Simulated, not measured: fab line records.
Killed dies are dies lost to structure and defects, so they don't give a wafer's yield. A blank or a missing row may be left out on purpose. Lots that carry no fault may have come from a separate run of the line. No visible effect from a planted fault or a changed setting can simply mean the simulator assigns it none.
fab line records | flow ritCmos
[record] lots = 15 wafers = 45 lastDay = 7
route steps=202 shown GATE@95 M1@202
lots with no fault: from the same line, run without faults
startH: start of the lot's first displayed wafer, in hours after the record's first day | waitH: hours elapsed since this lot's preceding step | " repeats the value in the row above | L1.1+2: a single row standing in for several wafers | - no value present, or no start provided | * or withheld: withheld | < > ~ a bound
route shown NAME@n: names a module that has steps shown in the file, with the first one's number in the route | usual: average and standard deviation across the fault-free wafers | same: alike in all rows | chamber/n: place in a boat | sites: readings site by site | _std_site: the standard deviation of these | _edge_site: mean of outer sites minus mean of inner sites | radiusMm: for every site, how far away it sits from the centre of the wafer | mask NAME#n: copy n | behind: tool/chamber where the wafer was last shaped | hold: why the lot went on hold/how many hours it stayed there/how the hold came to an end | device: which transistor (n, p or np) failed to switch | end of line: tests run on the same wafers once the route is complete | step lacking rows: just its recipe | killed: dies lost to structure and defects at the first sort, not the wafer's yield | map: a wafer's dies, marking killed ones x, the rest . and places with no die _
set.NAME: the setting as run; set.NAME@STEP: as run at that earlier step | model.NAME: the simulator's own value behind a step, which no gauge read
route steps across a sampled set of lots; one table per step, one row per wafer
services: when a tool's chamber went out of use (startH, in hours from the record's first day, below 0 if earlier), for how many hours, and the reason
[[steps]]
[step RIT_GATE_ETCH_19]
[recipe] chemistry = SF6/CHF3/O2 timeS = 165 SF6_flow_sccm = 30 CHF3_flow_sccm = 30 O2_flow_sccm = 5 target = poly-Si pressureMtorr = 40 rfW = 160 targetDepthA = 3125 overEtchFrac = 0.25 stopOn = SiO2
[usual] drypumpMotorCurrentA = 5.50/0.2 heBacksideLeakSccm = 2.79/0.28 oesProductAu = 0.851/0.013 runLengthS = 193.4/0.49 throttleValvePct = 10.22/0.14
// columns lot.wafer tool chamber startH waitH drypumpMotorCurrentA heBacksideLeakSccm oesProductAu rfHoursCounterH runLengthS throttleValvePct
L522.4 rieSi-01 2 42.93 0.1 5.49 2.90 0.863 129 193.9 10.33
L522.5 " 3 " " 5.49 3.16 0.847 - 193.4 10.20
L522.6 " 2 " " 5.46 2.94 0.860 - 194.3 10.34
L523.1 rieSi-02 3 45.32 0.1 5.34 3.00 0.843 142 192.8 10.41
L523.3 " 0 " " 5.81 3.32 0.869 149 193.9 10.25
L523.6 " 2 " " 5.38 2.44 0.888 - 193.4 10.16
L524.2 rieSi-01 3 56.57 0.1 5.52 3.17 0.838 7 193.5 10.20
L524.3 " 1 " " 5.74 2.32 0.856 49 192.8 9.96
L524.6 " 1 " " 5.75 2.32 0.850 - 192.5 9.93
L525.3 rieSi-02 1 56.73 0.1 5.60 2.82 0.841 142 193.4 10.24
L525.5 " 0 " " 5.80 3.20 0.858 - 193.8 10.26
L525.6 " 3 " " 5.32 3.12 0.828 - 192.7 10.41
L526.2 rieSi-01 3 61.72 0.1 5.51 3.16 0.839 7 193.5 10.19
L526.5 " 2 " " 5.48 3.04 0.852 - 193.9 10.34
L526.6 " 1 " " 5.75 2.49 0.858 - 192.6 9.96
L528.2 rieSi-02 1 69.42 0.1 5.61 2.62 0.834 142 193.4 10.22
L528.3 " 3 " " 5.33 3.02 0.830 143 192.7 10.40
L528.6 " 2 " " 5.40 2.61 0.866 - 193.3 10.15
L527.2 rieSi-01 0 69.94 0.1 5.15 2.56 0.798 127 208.2 10.16
L527.3 " 1 " " 5.75 2.34 0.810 49 207.9 9.95
L527.4 " 3 " " 5.51 3.18 0.795 7 208.8 10.21
L530.2 rieSi-01 3 76.81 0.1 5.51 3.04 0.798 7 208.9 10.19
L530.4 " 1 " " 5.74 2.48 0.808 49 207.6 9.95
L530.6 " 2 " " 5.51 3.03 0.807 - 209.1 10.36
L532.2 rieSi-01 3 87.34 0.1 5.54 3.01 0.794 7 209.0 10.20
L532.3 " 2 " " 5.49 3.00 0.802 130 209.4 10.33
L532.5 " 1 " " 5.74 2.37 0.799 - 207.9 9.94
L537.3 rieSi-02 3 112.82 0.1 5.33 3.10 0.846 143 192.9 10.41
L537.4 " 2 " " 5.41 2.58 0.874 1 193.3 10.16
L537.6 " 2 " " 5.42 2.52 0.866 - 193.4 10.14
L539.1 rieSi-02 3 124.30 0.1 5.35 2.99 0.832 143 193.1 10.43
L539.3 " 1 " " 5.63 2.65 0.841 143 193.7 10.24
L539.4 " 2 " " 5.39 2.39 0.874 - 193.3 10.16
L541.1 rieSi-02 1 132.64 0.1 5.55 2.97 0.837 143 193.9 10.25
L541.2 " 2 " " 5.40 2.50 0.871 2 193.5 10.15
L541.4 " 2 " " 5.41 2.41 0.863 - 193.5 10.16
L543.2 rieSi-02 3 143.43 0.1 5.33 3.05 0.851 144 192.9 10.43
L543.4 " 2 " " 5.40 2.42 0.879 2 193.5 10.17
L543.5 " 0 " " 5.79 2.55 0.852 - 193.9 10.25
L544.2 rieSi-01 3 151.69 0.1 5.52 3.26 0.843 8 193.6 10.21
L544.4 " 1 " " 5.74 2.32 0.852 49 192.9 9.94
L544.6 " 0 " " 5.11 2.54 0.856 - 193.4 10.15
L545.1 rieSi-02 2 153.24 0.1 5.40 2.43 0.877 2 193.3 10.17
L545.4 " 1 " " 5.56 2.48 0.840 - 193.2 10.23
L545.6 " 2 " " 5.39 2.39 0.875 - 194.0 10.17
[step RIT_M1_PROBE_99]
[usual] killedAtContacts = 0.1/0.25 killedAtFrontEnd = 8/3.3 killedDies = 8/3.3 killedOpen = 3.9/2.1 killedShort = 3.8/2.2
[same] grossDies = 264 killed_at_M0_to_M3 = 0 killed_at_M4_up = 0 killedAtBackSide = 0 killedAtOther = 0
// columns lot.wafer tool chamber startH waitH killedAtContacts killedAtFrontEnd killedDies killedOpen killedShort
L525.3 prober-01 - 79.56 0.2 0 6 6 3 3
L525.5 prober-01 - 79.66 0.2 0 4 4 0 4
L525.6 prober-01 - 79.71 0.2 0 6 6 3 3
L530.2 prober-02 - 98.75 0.1 0 8 8 3 5
L530.4 prober-02 - 98.85 0.2 0 3 3 1 2
L530.6 prober-02 - 98.95 0.2 0 11 11 7 4
L537.3 prober-01 - 132.74 0.2 1 7 8 3 5
L537.4 prober-01 - 132.79 0.2 0 5 5 1 4
L537.6 prober-01 - 132.89 0.2 0 9 9 4 5
L539.1 prober-01 - 145.96 0.1 0 4 4 1 3
L539.3 prober-01 - 146.06 0.2 0 10 10 8 2
L539.4 prober-01 - 146.11 0.2 0 15 15 9 6
// killed by level:class
L525.3 SPACER:geometricParticle:short=2 GATE:geometricParticle:open=1 GATE:geometricParticle:short=1 REOX:geometricParticle:open=1 SILICIDE:geometricParticle:open=1
L525.5 SPACER:geometricParticle:short=2 GATE:geometricParticle:short=1 SILICIDE:geometricParticle:short=1
L525.6 GATE:geometricParticle:open=2 REOX:geometricParticle:short=2 REOX:geometricParticle:open=1 SILICIDE:geometricParticle:short=1
L530.2 SPACER:geometricParticle:short=2 FOX1:geometricParticle:short=1 FOX1:geometricParticle:open=1 FOX2:geometricParticle:open=1 GATE:geometricParticle:open=1 GATE:geometricParticle:short=1 REOX:geometricParticle:short=1
L530.4 FOX1:geometricParticle:short=1 GATE:geometricParticle:short=1 SPACER:geometricParticle:open=1
L530.6 FOX1:geometricParticle:open=3 GATE:geometricParticle:open=2 REOX:geometricParticle:open=2 FOX1:geometricParticle:short=1 GATE:geometricParticle:short=1 REOX:geometricParticle:short=1 SPACER:geometricParticle:short=1
L537.3 REOX:geometricParticle:short=2 FOX1:geometricParticle:short=1 REOX:geometricParticle:open=1 SPACER:geometricParticle:open=1 SPACER:geometricParticle:short=1 SILICIDE:geometricParticle:short=1 CONTACT:geometricParticle:open=1
L537.4 SPACER:geometricParticle:short=2 SILICIDE:geometricParticle:short=2 SILICIDE:geometricParticle:open=1
L537.6 REOX:geometricParticle:open=2 SPACER:geometricParticle:short=2 FOX1:geometricParticle:open=1 FOX1:geometricParticle:short=1 FOX2:geometricParticle:short=1 SPACER:geometricParticle:open=1 SILICIDE:geometricParticle:short=1
L539.1 GATE:geometricParticle:short=2 REOX:geometricParticle:short=1 REOX:geometricParticle:open=1
L539.3 GATE:geometricParticle:open=4 SPACER:geometricParticle:open=3 GATE:geometricParticle:short=1 REOX:geometricParticle:open=1 SPACER:geometricParticle:short=1
L539.4 GATE:geometricParticle:open=7 GATE:geometricParticle:short=3 SPACER:geometricParticle:short=2 SILICIDE:geometricParticle:open=2 REOX:geometricParticle:short=1
[[services]]
// columns tool chamber startH hours kind
rieSi-01 2 26.67 2.1 repair
rieSi-02 0 67.45 2.5 repair
rieSi-02 2 72.35 3.4 repair
rieSi-02 0 116.19 - clean
rieSi-02 0 116.19 20.9 scheduledDown
rieSi-02 0 116.19 20.9 ventCycle
rieSi-02 3 143.70 - clean
rieSi-02 3 143.70 14.3 scheduledDown
rieSi-02 3 143.70 14.3 ventCycle
[[key]]
[firstSign] step = RIT_GATE_ETCH_19 reading = runLengthS direction = up sigmas = 31 usual = * struck = *
[effect] step = RIT_GATE_ETCH_19 reading = oesProductAu direction = down sigmas = 3.7 usual = 0.851 struck = 0.801
metAt RIT_GATE_ETCH_19
struckLots L527,L530,L532
testerLeftOut L527,L530,L532
onsetBetween 61.72 69.94
[fault] kind = processParameterDrift tool = rieSi-01 chamber = - onsetH = 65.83 steps = RIT_GATE_ETCH_19 channel = timeS offset = * shape = step endH = 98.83 stated = *
// testerLeftOut: of these lots the tester's yield and bins aren't shown, on N5 and GAA mostly nor the transistor test; their killed dies are dies lost to structure and defects alone, not to doping, threshold or leakage, so they don't give the yield
